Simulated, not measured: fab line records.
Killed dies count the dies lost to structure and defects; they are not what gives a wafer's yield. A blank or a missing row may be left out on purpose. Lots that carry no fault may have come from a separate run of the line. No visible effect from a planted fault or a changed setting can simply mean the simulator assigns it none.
A lot that was struck, set against a sound lot -- flow ritCmos -- 29 steps out of a route of 202
Sound: wafers L499.1, L499.4, L499.5. Wafers struck: L502.2, L502.3, L502.6. The cause is given at the end.
For every step that has rows: the tool of each side, followed by ch and its chambers, followed by its first start. Under that, the readings that differ: sound wafers -- struck wafers -- difference of the means -- sigmas: that difference in standard deviations of wafers without a fault.
alike: readings with means less than 2 such deviations apart, plus words and numbers identical on both sides. not compared: withheld readings, readings lacking a value on some wafer, bounds such as >300 that could conceal the same value, and numbers that have no deviation in the record and whose values overlap.
A row with sigmas, a row that says differs or no value, or rows on one side alone: a step with any of these is where the two part. When numbers do not overlap yet have no deviation, they are printed without sigmas and do not part them. Lack of a reading on every wafer of one side parts them only where that side has two or more wafers.

first, 6 steps without rows for these wafers: RIT_SDANNEAL_CLEAN_02 (cleans in SC2, time 600 s); RIT_SDANNEAL_RTA_03 (time 5 s); RIT_SILICIDE_WET_ETCH_00 (etches SiO2 in BOE, target depth 14 nm, time 15 s); RIT_SILICIDE_SPUTTER_01 (material Ti, target thk 30 nm, time 240 s); RIT_SILICIDE_RTA_04 (time 10 s, ramp up 5 s, ramp down 5 s); RIT_SILICIDE_WET_ETCH_05 (etches Ti in SPM, time 120 s).
RIT_SILICIDE_RTA_06: time 10 s, ramp up 5 s, ramp down 10 s.
  sound on rtpAnneal-01 ch 0, day 4 11:43; struck on rtpAnneal-01 ch 0, day 4 23:30
  alike: wafer_temp_C_max
then, 21 steps without rows for these wafers: RIT_CONTACT_CVD_00 (deposits SiO2 from TEOS, target thk 400 nm, time 61 s); RIT_CONTACT_HMDS_02 (prime time 60 s); RIT_CONTACT_COAT_03 (resist thk 1000 nm); RIT_CONTACT_SOFTBAKE_04 (time 60 s); RIT_CONTACT_EXPOSE_05 (exposes mask M11, target cd 1000 nm); RIT_CONTACT_PEB_06; RIT_CONTACT_DEVELOP_07 (develop time 120 s); RIT_CONTACT_HARDBAKE_10 (time 60 s); RIT_CONTACT_ETCH_11 (etches SiO2 in CHF3/CF4/Ar, stops on TiSi2, target depth 480 nm, time 320 s); RIT_CONTACT_STRIP_12 (strips in O2, time 180 s); RIT_CONTACT_CLEAN_13 (cleans in SC1, time 600 s); RIT_CONTACT_CLEAN_14 (cleans in SC2, time 600 s); RIT_M1_SPUTTER_00 (material Al, target thk 400 nm, time 500 s); RIT_M1_HMDS_03 (prime time 60 s); RIT_M1_COAT_04 (resist thk 1300 nm); RIT_M1_SOFTBAKE_05 (time 60 s); RIT_M1_EXPOSE_06 (exposes mask M12, target cd 2600 nm); RIT_M1_PEB_07; RIT_M1_DEVELOP_08 (develop time 68 s); RIT_M1_HARDBAKE_11 (time 120 s); RIT_M1_METAL_ETCH_12 (etches Al in Cl2/BCl3, stops on SiO2, time 165 s, target depth 600 nm).
RIT_M1_PROBE_99:
  sound: prober-01 at day 4 19:55; struck: prober-01 at day 5 07:43
reading,sound,struck,difference,sigmas
model.etest.nplusSal.rsOhmSqRimLessCentre,0.1386 0.1046 0.1364,-1.201 -1.2 -1.221,-1.334,
model.etest.nplusSal.rsOhmSqRange,0.1693 0.1552 0.1447,1.211 1.222 1.244,+1.069,
model.etest.npolySal.rsOhmSq,4.407 4.435 4.495,3.938 4.035 3.918,-0.482,
model.etest.ppolySal.rsOhmSq,4.398 4.394 4.445,3.916 3.952 3.87,-0.500,
model.etest.pplusSal.rsOhmSq,4.367 4.409 4.43,3.894 3.934 3.909,-0.490,
model.etest.nplusSal.rsOhmSq,4.335 4.336 4.431,3.89 3.983 3.892,-0.45,
model.etest.pplusSal.lineOhmUm,1.267 1.264 1.289,1.114 1.177 1.124,-0.135,
model.etest.nplusSal.lineOhmUm,1.269 1.275 1.294,1.135 1.167 1.127,-0.136,
  alike: killedAtContacts, killedAtFrontEnd, killedDies, killedOpen, killedShort

## WHERE THEY PART
Nowhere in this record.

WHY: what the simulator had put in
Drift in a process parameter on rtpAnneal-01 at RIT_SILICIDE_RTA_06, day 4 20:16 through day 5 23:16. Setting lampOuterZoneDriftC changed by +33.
